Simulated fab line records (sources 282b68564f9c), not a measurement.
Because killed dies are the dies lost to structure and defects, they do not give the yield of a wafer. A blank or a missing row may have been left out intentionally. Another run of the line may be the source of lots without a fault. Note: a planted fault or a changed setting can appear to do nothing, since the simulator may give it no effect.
Struck lot and sound lot, side by side    flow rit cmos    17 steps out of a route of 202
Sound: these wafers, L159.1, L159.2, L159.6. Struck: wafers L170.2, L170.3, L170.4. The cause is named last.
At each step with rows: each side's tool, then ch and its chambers, then its first start. Under that, the readings that differ: sound wafers    struck wafers    difference of the means    sigmas: that difference in standard deviations of wafers without a fault.
alike: a reading whose means differ by less than 2 such deviations, as well as words and numbers matching on both sides. not compared: withheld readings; readings where some wafer has no value; bounds like >300 that might hide an equal value; numbers whose values overlap and for which the record gives no deviation.
A row with sigmas, a row that says differs or no value, or rows on one side alone: a step with any of these is where the two part. Numbers that have no deviation but don't overlap get no sigmas and don't part them. A reading that every wafer of one side lacks parts them only if that side has two wafers or more.

first, 1 step without rows for these wafers: RIT_PRETRO_DEVELOP_05 (develop time 68 s).
RIT_PRETRO_OVL_MEAS_06:
  struck on overlay-01, day 6 12:01; sound on overlay-01, day 4 03:38
  alike: PRETRO_OVL
then, 2 steps without rows for these wafers: RIT_PRETRO_HARDBAKE_07 (time 120 s); RIT_PRETRO_IMPLANT_08.
RIT_PRETRO_STRIP_09: strips in O2, time 180 s.
  sound on plasma asher-02 ch 0,1, day 4 04:05; struck on plasma asher-03 ch 0,1, day 6 12:26
  alike: drypump motor current A
  not compared: rf hours counter h
RIT_PRETRO_TW_MEAS_10:
  struck on film metro-02, day 6 12:38; sound on film metro-03, day 4 04:15
  alike: PRETRO_TW
then, 5 steps without rows for these wafers: RIT_GATE_WET_ETCH_00 (etches SiO2 in BOE, target depth 56 nm, time 60 s); RIT_GATE_CLEAN_01 (cleans in SC1, time 600 s); RIT_GATE_CLEAN_02 (cleans in dHF, time 30 s); RIT_GATE_CLEAN_03 (cleans in SC2, time 600 s); RIT_GATE_CLEAN_04 (cleans in dHF, time 60 s).
RIT_FOX2_THK_MEAS_91:
  struck on film metro-02, day 6 13:06; sound on film metro-03, day 4 04:45
reading                      sound        struck       difference  sigmas
FIELD_OXIDE_LEFT_2_THK (nm)  265 264 265  249 250 252  -14         -2
RIT_GATE_OXIDATION_05: target thk 3 nm, ox time 270 s.
  sound on furnace-03 ch 0, day 4 04:49; struck on furnace-01 ch 0, day 6 13:09
reading                                      sound              struck            difference  sigmas
zone power source pct (%)                    23.6 23.9 23.2     25.2 25.4 25.4    +1.8        +2
model.SiO2_of_GATE_OXIDATION_05.thk nm (nm)  3.031 3.057 2.988  3.175 3.165 3.22  +0.161      
then, 1 step without rows for these wafers: RIT_GATE_ANNEAL_06 (time 600 s).
RIT_GATE_THK_MEAS_07:
  struck on film metro-02, day 6 14:29; sound on film metro-01, day 4 06:16
reading              sound           struck          difference  sigmas
GATE_OXIDE_THK (nm)  3.01 3.02 3.01  3.19 3.16 3.18  +0.16       +2
then, 1 step without rows for these wafers: RIT_GATE_CVD_08 (deposits poly-Si from SiH4, target thk 250 nm, time 2220 s).
RIT_M1_PROBE_99:
  struck on prober-01, day 7 13:59; sound on prober-02, day 5 07:34
reading                              sound              struck             difference  sigmas
model.etest.pmos_0p3.r on ohm um     6298 6375 6165     6668 6760 6719     +436        
model.etest.nmos_0p3.r on ohm um     2211 2197 2163     2246 2234 2270     +60         
model.etest.nmos_0p15.drive ua um    448.2 445.6 460.3  440.2 442.4 443.3  -9.4        
model.etest.nmos narrow.drive ua um  223.9 225.4 230.5  207.9 208.4 206.5  -19.0       
model.etest.nmos_0p3.drive ua um     224.7 222.3 228    208.5 206.9 207.6  -17.3       
model.etest.pmos_0p15.drive ua um    249.4 246.4 257.4  232.3 232.4 237.7  -16.9       
model.etest.pmos_0p3.drive ua um     100 98.73 103.8    91.82 91.55 91.89  -9.09       
model.etest.pmos narrow.drive ua um  101.5 101.6 105.6  93.17 93.18 92.78  -9.86       
  alike: killed at front end, killed dies, killed open, killed short

WHERE THEY PART
At RIT_FOX2_THK_MEAS_91 first; at RIT_GATE_THK_MEAS_07 last (within this record only). Later steps at which nothing parts them and some readings are alike: RIT_M1_PROBE_99.

WHY: whatever the simulator had introduced
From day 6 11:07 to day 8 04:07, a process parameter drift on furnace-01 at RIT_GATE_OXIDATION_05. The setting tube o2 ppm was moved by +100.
